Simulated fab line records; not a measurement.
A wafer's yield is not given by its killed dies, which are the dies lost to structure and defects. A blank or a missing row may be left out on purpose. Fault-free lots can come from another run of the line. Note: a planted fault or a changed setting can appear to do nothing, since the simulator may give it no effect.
Comparing a struck lot with a sound one	flow ritCmos	15 steps out of a route of 202
Sound: these wafers, L957.2, L957.3, L957.5. The struck wafers were L971.2, L971.3, L971.4. The cause is named last.
Each step with rows lists, per side, the tool, then ch with its chambers, then its first start. Under that, the readings that differ: sound wafers	struck wafers	difference of the means	sigmas: that difference in standard deviations of wafers without a fault.
alike: a reading whose means differ by less than 2 such deviations, as well as words and numbers matching on both sides. not compared: withheld readings; readings where some wafer has no value; bounds like >300 that might hide an equal value; numbers whose values overlap and for which the record gives no deviation.
A row with sigmas, a row that says differs or no value, or rows on one side alone: a step with any of these is where the two part. Numbers that don't overlap but have no deviation are shown without sigmas and don't part them. A reading missing from all wafers of one side parts the sides only when that side holds two or more wafers.

first, 3 steps without rows for these wafers: RIT_SDANNEAL_CLEAN_00 (cleans in SC1, time 600 s); RIT_SDANNEAL_CLEAN_01 (cleans in dHF, time 30 s); RIT_SDANNEAL_CLEAN_02 (cleans in SC2, time 600 s).
RIT_SDANNEAL_RTA_03: time 5 s.
  sound on rtpAnneal-01 ch 0, day 3 10:40; struck on rtpAnneal-01 ch 0, day 6 08:58
  alike: wafer_temp_C_max
RIT_SDANNEAL_RS_MEAS_04: measurement is done with a four-point probe.
  sound on filmMetro-01, day 3 10:44; struck on filmMetro-01, day 6 09:05
  alike: PSD_RS
RIT_SDANNEAL_RS_MEAS_05: measurement is done with a four-point probe.
  sound on filmMetro-01, day 3 10:52; struck on filmMetro-01, day 6 09:12
  alike: NSD_RS
RIT_SDANNEAL_RS_MEAS_06: measurement is done with a four-point probe.
  sound on filmMetro-01, day 3 10:59; struck on filmMetro-01, day 6 09:19
  alike: PLDD_RS
RIT_SDANNEAL_RS_MEAS_07: measurement is done with a four-point probe.
  sound on filmMetro-01, day 3 11:06; struck on filmMetro-01, day 6 09:26
  alike: NLDD_RS
then, 1 step without rows for these wafers: RIT_SILICIDE_WET_ETCH_00 (etches SiO2 in BOE, target depth 14 nm, time 15 s).
RIT_SILICIDE_SPUTTER_01: material Ti, target thk 30 nm, time 240 s.
  sound on pvdSputter-01, day 3 11:13; struck on pvdSputter-02, day 6 09:33
  alike: throttleValvePct
RIT_SILICIDE_RS_MEAS_02: measurement is done with a four-point probe.
  sound on filmMetro-04, day 3 11:23; struck on filmMetro-01, day 6 09:43
  alike: SILICIDE_TI_RS
RIT_SILICIDE_THK_MEAS_03: measures by xrf.
  sound on filmMetro-04, day 3 11:29; struck on filmMetro-01, day 6 09:50
  alike: SILICIDE_TI_THK
RIT_SILICIDE_RTA_04: time 10 s, ramp up 5 s, ramp down 5 s.
  sound on rtpAnneal-02 ch 0, day 3 11:33; struck on rtpAnneal-02 ch 0, day 6 09:53
reading	sound	struck	difference	sigmas
wafer_temp_C_max	654.3 653.8 653.2	629.4 628.9 628.4	-24.9	-26
then, 1 step without rows for these wafers: RIT_SILICIDE_WET_ETCH_05 (etches Ti in SPM, time 120 s).
RIT_M1_PROBE_99:
  rows exist in the record for the sound wafers here (prober-01, day 3 18:38), none for the struck ones

WHERE THEY PART
Last at RIT_M1_PROBE_99 as far as this record goes, first at RIT_SILICIDE_RTA_04.

WHY: what the simulator had put in
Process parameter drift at RIT_SILICIDE_RTA_04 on rtpAnneal-02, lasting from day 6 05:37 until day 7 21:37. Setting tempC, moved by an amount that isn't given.
